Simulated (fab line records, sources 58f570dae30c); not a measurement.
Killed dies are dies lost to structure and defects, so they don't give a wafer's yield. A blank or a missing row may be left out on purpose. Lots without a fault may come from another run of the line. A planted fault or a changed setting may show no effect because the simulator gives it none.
Problem report in the 8D (eight disciplines) form, filled by code | flow berkeley_cmos170 | the parts of the form that need people (team, actions taken, sign-off) are left out

1. THE PROBLEM
exposure_dose_mJ_cm2 at UCB170_V2_EXPOSE_09 reads a mean of 36.82 on 3 wafers of 1 lot; wafers without a fault read 37.00 with a standard deviation of 0.039. That is -4.7 standard deviations from the usual mean.
The step: exposes mask VIA2, target cd 700 nm.
First seen on wafer L682.1, day 10 06:33, on krf_scanner-01. The record holds 15 wafers of 5 lots with a number at this step. Rule for "out", or "out of limits": more than 4 standard deviations from the usual mean. The other wafers with a number count as sound.

2. WHAT IT IS AND WHAT IT IS NOT
question                    | is                     | is not
which readings at this step | exposure_dose_mJ_cm2   | -
which lots                  | L682                   | L670, L674, L688, L691
which wafers of those lots  | all that have a number | -
read on which tools         | krf_scanner-01         | krf_scanner-02
when                        | from day 10 06:33      | up to then (6 sound wafers); but 6 sound wafers of L688, L691 came after

3. SUSPECTS, AND WHAT RULES EACH OUT
Counting: a tool at a process step up to the reading stays a suspect if it ran every lot that is out and no sound lot after the first of them.
- rie_metal-02 at UCB170_M2_METAL_ETCH_18 (etches Al in Cl2/BCl3, stops on SiO2, target depth 1170 nm, time 195 s): ruled out as a lasting fault. Sound lots L688 ran on it after its first lot that is out, L682 (day 10 04:41).
- plasma_asher-01 at UCB170_M2_STRIP_19 (strips in O2): ruled out as a lasting fault. Sound lots L691 ran on it after its first lot that is out, L682 (day 10 04:53).
- pecvd-01 at UCB170_V2_CVD_00 (deposits SiO2 from TEOS/O2, target thk 2000 nm, time 250 s): kept. It ran the lot that is out, L682 (day 10 05:06), and no sound lot after that; its last sound lot up to then is L670 (day 7 16:25).
- cmp-02 at UCB170_V2_CMP_02 (polishes SiO2): ruled out as a lasting fault. Sound lots L688 ran on it after its first lot that is out, L682 (day 10 05:22).
- krf_scanner-01 at UCB170_V2_EXPOSE_09 (exposes mask VIA2, target cd 700 nm): kept. It ran the lot that is out, L682 (day 10 06:33), and no sound lot after that; its last sound lot up to then is L670 (day 7 17:55). Its own readings are out on those wafers: exposure_dose_mJ_cm2.
Left after counting: pecvd-01 at UCB170_V2_CVD_00, krf_scanner-01 at UCB170_V2_EXPOSE_09.

4. THE CAUSE (what the simulator had put in)
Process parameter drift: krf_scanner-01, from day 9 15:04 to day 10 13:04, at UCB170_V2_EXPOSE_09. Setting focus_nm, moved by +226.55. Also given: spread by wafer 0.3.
Counting left 2 suspects, and this tool is among them.

5. THE CHAIN OF EFFECTS, in route order
Each row: a reading whose mean over the struck wafers that have a number lies more than 3 standard deviations from the usual. Only readings for which the record gives a usual standard deviation are gone through. hours: the time from each lot's start at the first step in this table that gives one to its start at this step, as a median over the lots. sigmas: the change in usual standard deviations.
hours | step                | reading              | usual | on struck wafers | change | sigmas
0     | UCB170_V2_EXPOSE_09 | exposure_dose_mJ_cm2 | 37.00 | 36.82            | -0.18  | -4.7
The process steps in it:
- UCB170_V2_EXPOSE_09: exposes mask VIA2, target cd 700 nm.
Later measuring or inspecting steps at which every struck wafer that the step has a row for has a number for every such reading, and none has moved that far: UCB170_V2_CD_MEAS_12, UCB170_V2_OVL_MEAS_13.

6. WHAT WOULD HAVE CAUGHT IT SOONER
In this record the first reading out of limits was taken at day 10 06:33, 15 hours after the fault began at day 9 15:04.
